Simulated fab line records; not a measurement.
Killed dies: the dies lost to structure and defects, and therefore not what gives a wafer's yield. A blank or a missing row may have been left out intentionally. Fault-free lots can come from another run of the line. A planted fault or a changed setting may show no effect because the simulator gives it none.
Which tool is to blame?    flow rit cmos    14 lots with 42 wafers sampled at 2 steps, on a route of 202 steps

WHAT THE GAUGES READ, wafer by wafer
RIT_ACTIVE_CD_MEAS_90 targets a cd of 1400 nm. Usual: cd nm reads 1398.8 nm (standard deviation 2.1).
lot   measured     on         cd nm (nm)            flag
L957  day 2 03:25  cd sem-01  1399.2 1399.1 1399.5  
L958  day 2 06:12  cd sem-01  1401.0 1401.4 1400.6  
L960  day 2 16:10  cd sem-02  1398.6 1398.3 1399.0  
L961  day 2 21:04  cd sem-02  1398.5 1398.5 1395.7  
L962  day 3 02:36  cd sem-01  1398.2 1395.8 1398.8  
L963  day 3 07:09  cd sem-01  1400.1 1400.0 1399.2  
L966  day 3 22:47  cd sem-01  1399.5 1399.5 1400.3  
L968  day 4 08:10  cd sem-01  1400.7 1399.4 1397.5  
L970  day 4 18:08  cd sem-02  1397.8 1396.6 1397.8  
L971  day 4 23:07  cd sem-01  - - -                 OFF
L972  day 5 04:08  cd sem-02  - - -                 OFF
L974  day 5 15:33  cd sem-02  1400.5 1402.8 1399.2  
L977  day 6 05:10  cd sem-02  1400.2 1400.8 1398.7  
L978  day 6 10:09  cd sem-01  1398.3 1396.2 1397.4  

WHICH TOOL RAN EACH LOT (tool, then ch and the chambers of the sampled wafers, then the start)
lot   RIT_ACTIVE_CVD_03
L957  lpcvd-01 ch 1, day 1 23:47
L958  lpcvd-02 ch 1, day 2 03:07
L960  lpcvd-01 ch 0, day 2 13:07
L961  lpcvd-01 ch 1, day 2 18:07
L962  lpcvd-01 ch 1, day 2 23:31
L963  lpcvd-01 ch 0, day 3 04:07
L966  lpcvd-01 ch 1, day 3 19:34
L968  lpcvd-01 ch 1, day 4 05:07
L970  lpcvd-01 ch 1, day 4 15:07
L971  lpcvd-02 ch 0, day 4 20:07
L972  lpcvd-01 ch 0, day 5 01:07
L974  lpcvd-01 ch 1, day 5 12:22
L977  lpcvd-01 ch 0, day 6 02:07
L978  lpcvd-02 ch 0, day 6 07:07
- RIT_ACTIVE_CVD_03: deposits Si3N4 from SiH2Cl2/NH3, target thk 150 nm, time 1500 s.

AS READ BY THE TOOLS THEMSELVES (means over the sampled wafers that have a number; for cases with no such wafer, the mark the record gives instead)
RIT_ACTIVE_CVD_03. Usual: nh3 flow sccm 149.9 sccm, standard deviation 0.38; pressure mtorr 300.0 mTorr, standard deviation 0.56; zone power centre pct 36.1 %, standard deviation 2.7.
lot   tool      nh3 flow sccm (sccm)  pressure mtorr (mTorr)  zone power centre pct (%)  flag
L957  lpcvd-01  150.2                 299.9                   34.1                       
L958  lpcvd-02  149.4                 299.7                   41.4                       
L960  lpcvd-01  149.9                 300.0                   36.7                       
L961  lpcvd-01  150.0                 299.7                   33.9                       
L962  lpcvd-01  149.5                 300.1                   33.9                       
L963  lpcvd-01  150.2                 299.4                   37.0                       
L966  lpcvd-01  149.9                 299.6                   34.0                       
L968  lpcvd-01  149.8                 300.2                   34.2                       
L970  lpcvd-01  149.7                 300.9                   34.0                       
L971  lpcvd-02  -                     -                       -                          OFF
L972  lpcvd-01  -                     -                       -                          OFF
L974  lpcvd-01  149.6                 300.6                   34.3                       
L977  lpcvd-01  150.1                 300.2                   36.9                       
L978  lpcvd-02  150.2                 300.2                   34.5                       

THE ANSWER, worked out from the rows above alone
Rule: lot off if the mean of its wafers having a number is beyond 3 standard deviations from the usual mean. Also off: a lot with no number at a reading for which 4 or more lots have one. All remaining lots with rows at the step are treated as sound. After the gauges, taken in route order, come the tools' own readings; for these a lot's mean is taken, as printed above. At the first step where some lot is off, the reading lying furthest off is the one used; lots without a number count as furthest.
Off: L971, L972 (RIT_ACTIVE_CD_MEAS_90, cd nm). Without a number there: L971, L972.
A tool fits if, at a process step before that reading, it ran every lot that is off, and no sound lot after the first of them. The gauges at RIT_ACTIVE_CD_MEAS_90 aren't tried: what is off there is off at RIT_ACTIVE_CVD_03 too, on other tools, and a gauge's error can't cause that. No candidate that was tried fits.

WHAT THE SIMULATOR HAD INSERTED
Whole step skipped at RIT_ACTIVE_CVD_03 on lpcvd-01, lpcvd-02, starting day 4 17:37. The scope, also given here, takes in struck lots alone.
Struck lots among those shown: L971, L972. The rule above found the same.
